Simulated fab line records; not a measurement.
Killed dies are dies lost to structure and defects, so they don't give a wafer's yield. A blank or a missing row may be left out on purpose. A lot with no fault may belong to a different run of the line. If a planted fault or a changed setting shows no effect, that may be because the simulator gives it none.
fab line records | flow berkeley-cmos170 | part 2 of 2: steps 29 to 42 of 42
[record] lots = 5 | wafers = 15 | last-day = 13
route steps=331 shown ZERO@6 NWELL@14 PWELL@34
lots that met no fault: from a run of the same line without faults
start-h: hours from the record's opening day to when the first of the lot's shown wafers began | wait-h: how many hours have passed since the lot's step before this one | " identical to the entry in the row above | L1.1+2: one row covering several wafers at once | - no value present, or no start provided | * or withheld: withheld | < > ~ a bound
route shown NAME@n: names a module that has steps shown in the file, with the first one's number in the route | usual: mean/standard deviation taken from wafers without a fault | same: alike in all rows | chamber/n: place in a boat | sites: each site's reading | _std_site: standard deviation of those values | _edge_site: outer sites' mean less inner sites' | radius-mm: how far each site lies from the wafer's centre | mask NAME#n: copy n | behind: tool/chamber where the wafer was last shaped | hold: cause of the lot's hold/its duration in hours/its outcome | device: whichever transistor did not switch (one of n, p or np) | end of line: the route-end tests of the same wafers | a step with no rows: only its recipe | killed: dies that structure and defects cost at the first sort, which is not the same as the wafer's yield | map: dies across one wafer; x = killed, . = not, _ = none there
set.NAME: the setting the step ran with; set.NAME@STEP: the setting that earlier step ran with | model.NAME: the simulator's own value behind a step, which no gauge read
lots at some steps of the route; a table a step, a row a wafer
services: a tool's chamber out of use, with start hour (start-h, from the record's first day; less than 0 if before it), hours out, and reason
[[steps]]
[step UCB170_PWELL_CLEAN_00]
[recipe] chemistry = SPM | temp-c = 120 | time-s = 600
[usual] bath-guard-temp-C = 120.2/0.51 | temp-c = 119.99/0.13
lot.wafer | tool         | chamber | start-h | wait-h | bath-guard-temp-C | temp-c
L076.1    | wet-bench-01 | 0       | 56.01   | 0.0    | 120.7             | 120.08
L076.2    | "            | 0       | "       | "      | 120.5             | 119.91
L076.4    | "            | 0       | "       | "      | 120.6             | 119.83
L090.1    | wet-bench-04 | 3       | 125.70  | 0.0    | 119.5             | 120.13
L090.5    | "            | 3       | "       | "      | 119.6             | 120.01
L090.6    | "            | 3       | "       | "      | 119.7             | 119.98
L091.4    | wet-bench-01 | 3       | 139.55  | 0.2    | 120.6             | 119.81
L091.5    | "            | 3       | "       | "      | 120.8             | 119.91
L091.6    | "            | 3       | "       | "      | 120.6             | 119.98
L095.2    | wet-bench-04 | 0       | 150.36  | 0.0    | 120.9             | 120.17
L095.3    | "            | 0       | "       | "      | 120.7             | 120.00
L095.6    | "            | 0       | "       | "      | 120.9             | 120.02
L097.1    | wet-bench-01 | 0       | 157.25  | 0.0    | 120.5             | 120.15
L097.2    | "            | 0       | "       | "      | 120.8             | 120.15
L097.6    | "            | 0       | "       | "      | 120.6             | 119.96
[step UCB170_PWELL_CLEAN_01]
[recipe] chemistry = dHF | dilution = 25:1 | time-s = 60
lot.wafer  | tool         | chamber | start-h | wait-h
L076.1+2+4 | wet-bench-01 | 0       | 56.19   | 0.0
L090.1+5+6 | wet-bench-04 | 1       | 125.87  | 0.0
L091.4+5+6 | wet-bench-04 | 2       | 140.63  | 0.9
L095.2+3+6 | wet-bench-01 | 0       | 150.54  | 0.0
L097.1+2+6 | wet-bench-01 | 3       | 157.43  | 0.0
[step UCB170_PWELL_OXIDATION_02]
[recipe] temp-c = 1000 | ambient = O2 | target-thk-a = 264 | ox-time-s = 1260
lot.wafer  | tool       | chamber | start-h | wait-h
L076.1+2+4 | furnace-02 | 0       | 61.10   | 4.9
L090.1+5+6 | furnace-02 | 0       | 131.15  | 5.3
L091.4+5+6 | furnace-04 | 0       | 142.46  | 1.8
L095.2+3+6 | furnace-02 | 0       | 155.01  | 4.4
L097.1+2+6 | furnace-04 | 0       | 161.51  | 4.1
[step UCB170_PWELL_THK_MEAS_03]
[recipe] reads = SiO2_of_PWELL_OXIDATION_02
[usual] PWELL_OXIDE_THK = 26.6/0.51
lot.wafer | tool          | chamber | start-h | wait-h | PWELL_OXIDE_THK[nm]
L076.1    | film-metro-04 | -       | 62.45   | 0.0    | 26.7
L076.2    | "             | -       | "       | "      | 27.3
L076.4    | "             | -       | "       | "      | 27.7
L090.1    | film-metro-02 | -       | 132.50  | 0.0    | 27.3
L090.5    | "             | -       | "       | "      | 26.7
L090.6    | "             | -       | "       | "      | 26.6
L091.4    | film-metro-04 | -       | 143.84  | 0.0    | 27.1
L091.5    | "             | -       | "       | "      | 27.1
L091.6    | "             | -       | "       | "      | 26.9
L095.2    | film-metro-04 | -       | 156.37  | 0.0    | 27.4
L095.3    | "             | -       | "       | "      | 26.9
L095.6    | "             | -       | "       | "      | 27.0
L097.1    | film-metro-01 | -       | 162.86  | 0.0    | 27.1
L097.2    | "             | -       | "       | "      | 27.0
L097.6    | "             | -       | "       | "      | 27.5
[step UCB170_PWELL_ANNEAL_04]
[recipe] temp-c = 1000 | time-s = 900 | ambient = N2
lot.wafer  | tool       | chamber | start-h | wait-h
L076.1+2+4 | furnace-02 | 0       | 68.09   | 5.6
L090.1+5+6 | furnace-02 | 0       | 135.10  | 2.6
L091.4+5+6 | furnace-04 | 0       | 146.81  | 3.0
L095.2+3+6 | furnace-01 | 0       | 159.90  | 3.5
L097.1+2+6 | furnace-04 | 0       | 167.69  | 4.8
[step UCB170_PWELL_CVD_05]
[recipe] material = Si3N4 | target-thk-nm = 220 | temp-c = 800 | precursor = SiH2Cl2/NH3 | time-s = 3300 | pressure-mtorr = 200 | sih2cl2-flow-sccm = 25 | nh3-flow-sccm = 75
[usual] susceptor-temp-C = 800.0/0.36
lot.wafer | tool     | chamber | start-h | wait-h | susceptor-temp-C
L076.1    | lpcvd-01 | 0       | 69.34   | 0.0    | 800.3
L076.2    | "        | 0       | "       | "      | 799.8
L076.4    | "        | 0       | "       | "      | 800.2
L090.1    | lpcvd-01 | 0       | 136.61  | 0.3    | 799.3
L090.5    | "        | 0       | "       | "      | 799.3
L090.6    | "        | 0       | "       | "      | 799.8
L091.4    | lpcvd-01 | 0       | 148.06  | 0.0    | 799.7
L091.5    | "        | 0       | "       | "      | 799.5
L091.6    | "        | 0       | "       | "      | 800.2
L095.2    | lpcvd-02 | 0       | 161.15  | 0.0    | 800.4
L095.3    | "        | 0       | "       | "      | 800.0
L095.6    | "        | 0       | "       | "      | 800.3
L097.1    | lpcvd-01 | 0       | 168.94  | 0.0    | 800.2
L097.2    | "        | 0       | "       | "      | 799.5
L097.6    | "        | 0       | "       | "      | 800.2
[step UCB170_PWELL_THK_MEAS_06]
[recipe] reads = Si3N4_of_PWELL_CVD_05
[usual] PWELL_NITRIDE_THK = 220.5/2.3
lot.wafer | tool          | chamber | start-h | wait-h | PWELL_NITRIDE_THK[nm]
L076.1    | film-metro-02 | -       | 71.26   | 0.0    | 219.9
L076.2    | "             | -       | "       | "      | 221.4
L076.4    | "             | -       | "       | "      | 220.4
L090.1    | film-metro-01 | -       | 138.53  | 0.0    | 221.0
L090.5    | "             | -       | "       | "      | 219.0
L090.6    | "             | -       | "       | "      | 219.7
L091.4    | film-metro-04 | -       | 150.01  | 0.0    | 220.5
L091.5    | "             | -       | "       | "      | 221.7
L091.6    | "             | -       | "       | "      | 220.5
L095.2    | film-metro-02 | -       | 163.08  | 0.0    | 217.1
L095.3    | "             | -       | "       | "      | 219.6
L095.6    | "             | -       | "       | "      | 219.2
L097.1    | film-metro-02 | -       | 170.86  | 0.0    | 223.0
L097.2    | "             | -       | "       | "      | 222.0
L097.6    | "             | -       | "       | "      | 223.4
[step UCB170_PWELL_HMDS_07]
[recipe] prime-time-s = 60 | prime-temp-c = 100
lot.wafer  | tool           | chamber | start-h | wait-h
L076.1+2+4 | litho-track-03 | 0       | 71.32   | 0.1
L090.1+5+6 | litho-track-02 | 0       | 138.79  | 0.2
L091.4+5+6 | litho-track-01 | 0       | 151.09  | 1.1
L095.2+3+6 | litho-track-01 | 0       | 163.43  | 0.3
L097.1+2+6 | litho-track-02 | 0       | 171.76  | 0.9
[step UCB170_PWELL_COAT_08]
[recipe] resist = KrF | spin-rpm = 1500 | resist-thk-nm = 900
[usual] spin-speed-rpm = 1500.1/0.9
lot.wafer | tool           | chamber | start-h | wait-h | spin-speed-rpm
L076.1    | litho-track-03 | 0       | 71.47   | 0.1    | 1500.2
L076.2    | "              | 0       | "       | "      | 1498.1
L076.4    | "              | 0       | "       | "      | 1500.0
L090.1    | litho-track-02 | 0       | 138.94  | 0.1    | 1500.8
L090.5    | "              | 0       | "       | "      | 1500.5
L090.6    | "              | 0       | "       | "      | 1500.8
L091.4    | litho-track-01 | 0       | 151.24  | 0.1    | 1500.4
L091.5    | "              | 0       | "       | "      | 1500.3
L091.6    | "              | 0       | "       | "      | 1500.4
L095.2    | litho-track-01 | 0       | 163.58  | 0.1    | 1499.6
L095.3    | "              | 0       | "       | "      | 1499.5
L095.6    | "              | 0       | "       | "      | 1499.8
L097.1    | litho-track-02 | 0       | 171.91  | 0.1    | 1500.1
L097.2    | "              | 0       | "       | "      | 1499.9
L097.6    | "              | 0       | "       | "      | 1499.9
[step UCB170_PWELL_SOFTBAKE_09]
[recipe] resist = KrF | temp-c = 130 | time-s = 60
lot.wafer  | tool           | chamber | start-h | wait-h
L076.1+2+4 | litho-track-03 | 0       | 71.62   | 0.1
L090.1+5+6 | litho-track-02 | 0       | 139.09  | 0.1
L091.4+5+6 | litho-track-01 | 0       | 151.39  | 0.1
L095.2+3+6 | litho-track-01 | 0       | 163.73  | 0.1
L097.1+2+6 | litho-track-02 | 0       | 172.06  | 0.1
[step UCB170_PWELL_EXPOSE_10]
[recipe] mask-id = PWELL | target-cd-nm = 3000 | na = 0.5 | sigma-outer = 0.6 | source-shape = conventional | dose-mj = 19
lot.wafer  | tool           | chamber | start-h | wait-h | mask
L076.1+2+4 | krf-scanner-02 | 0       | 72.01   | 0.4    | PWELL#0
L090.1+5+6 | krf-scanner-01 | 0       | 139.60  | 0.5    | PWELL#0
L091.4+5+6 | krf-scanner-02 | 0       | 151.52  | 0.1    | PWELL#0
L095.2+3+6 | krf-scanner-02 | 0       | 163.87  | 0.1    | PWELL#0
L097.1+2+6 | krf-scanner-02 | 0       | 172.46  | 0.4    | PWELL#0
[step UCB170_PWELL_PEB_11]
[recipe] peb-temp-c = 130 | peb-time-s = withheld | resist = KrF
lot.wafer  | tool           | chamber | start-h | wait-h
L076.1+2+4 | litho-track-01 | 0       | 72.16   | 0.1
L090.1+5+6 | litho-track-03 | 0       | 140.20  | 0.6
L091.4+5+6 | litho-track-03 | 0       | 152.35  | 0.8
L095.2+3+6 | litho-track-01 | 0       | 164.15  | 0.3
L097.1+2+6 | litho-track-02 | 0       | 172.94  | 0.5
[step UCB170_PWELL_DEVELOP_12]
[recipe] developer = TMAH | develop-time-s = 45 | resist = KrF | dev-temp-c = 21
lot.wafer  | tool           | chamber | start-h | wait-h
L076.1+2+4 | litho-track-01 | 0       | -       | -
L090.1+5+6 | litho-track-03 | 0       | -       | -
L091.4+5+6 | litho-track-03 | 0       | -       | -
L095.2+3+6 | litho-track-01 | 0       | -       | -
L097.1+2+6 | litho-track-02 | 0       | -       | -
[step UCB170_PWELL_OVL_MEAS_13]
[usual] PWELL_OVL = 5/5.1
lot.wafer | tool       | chamber | start-h | wait-h | PWELL_OVL[nm]
L076.1    | overlay-02 | -       | 72.43   | -      | 8
L076.2    | "          | -       | "       | "      | 1
L076.4    | "          | -       | "       | "      | 8
L090.1    | overlay-02 | -       | 140.47  | -      | 8
L090.5    | "          | -       | "       | "      | 7
L090.6    | "          | -       | "       | "      | 6
L091.4    | overlay-02 | -       | 152.57  | -      | 11
L091.5    | "          | -       | "       | "      | 8
L091.6    | "          | -       | "       | "      | 11
L095.2    | overlay-02 | -       | 164.41  | -      | 1
L095.3    | "          | -       | "       | "      | 6
L095.6    | "          | -       | "       | "      | -8
L097.1    | overlay-02 | -       | 173.21  | -      | 1
L097.2    | "          | -       | "       | "      | 2
L097.6    | "          | -       | "       | "      | -2
[[services]]
tool            | chamber | start-h | hours | kind
plasma-asher-04 | -       | 9.58    | 1.7   | repair
krf-scanner-01  | -       | 17.31   | 1.0   | pm
krf-scanner-02  | -       | 19.61   | 1.0   | pm
krf-scanner-02  | -       | 24.30   | 0.3   | repair
plasma-asher-04 | -       | 42.35   | 0.6   | repair
rie-diel-01     | 2       | 45.95   | 7.1   | repair
krf-scanner-02  | -       | 46.34   | 1.3   | pm
krf-scanner-01  | -       | 58.17   | 0.3   | repair
furnace-02      | -       | 63.70   | 3.1   | pm
wet-bench-02    | -       | 64.83   | 11.2  | repair
krf-scanner-01  | -       | 78.47   | 1.3   | pm
rie-diel-03     | 0       | 83.30   | 2.7   | repair
krf-scanner-01  | -       | 84.59   | 0.8   | pm
krf-scanner-02  | -       | 90.29   | 0.2   | repair
rie-diel-01     | 2       | 94.72   | 8.1   | repair
krf-scanner-02  | -       | 104.01  | 0.7   | repair
rie-diel-03     | 1       | 105.89  | 2.8   | repair
furnace-02      | -       | 110.16  | 3.8   | pm
furnace-02      | -       | 123.49  | 3.8   | pm
furnace-04      | -       | 130.10  | 3.3   | pm
rie-diel-03     | 0       | 136.06  | 2.8   | repair
rie-diel-03     | 2       | 138.59  | 14.5  | repair
wet-bench-01    | -       | 158.20  | 2.7   | repair
krf-scanner-02  | -       | 168.76  | 0.8   | pm
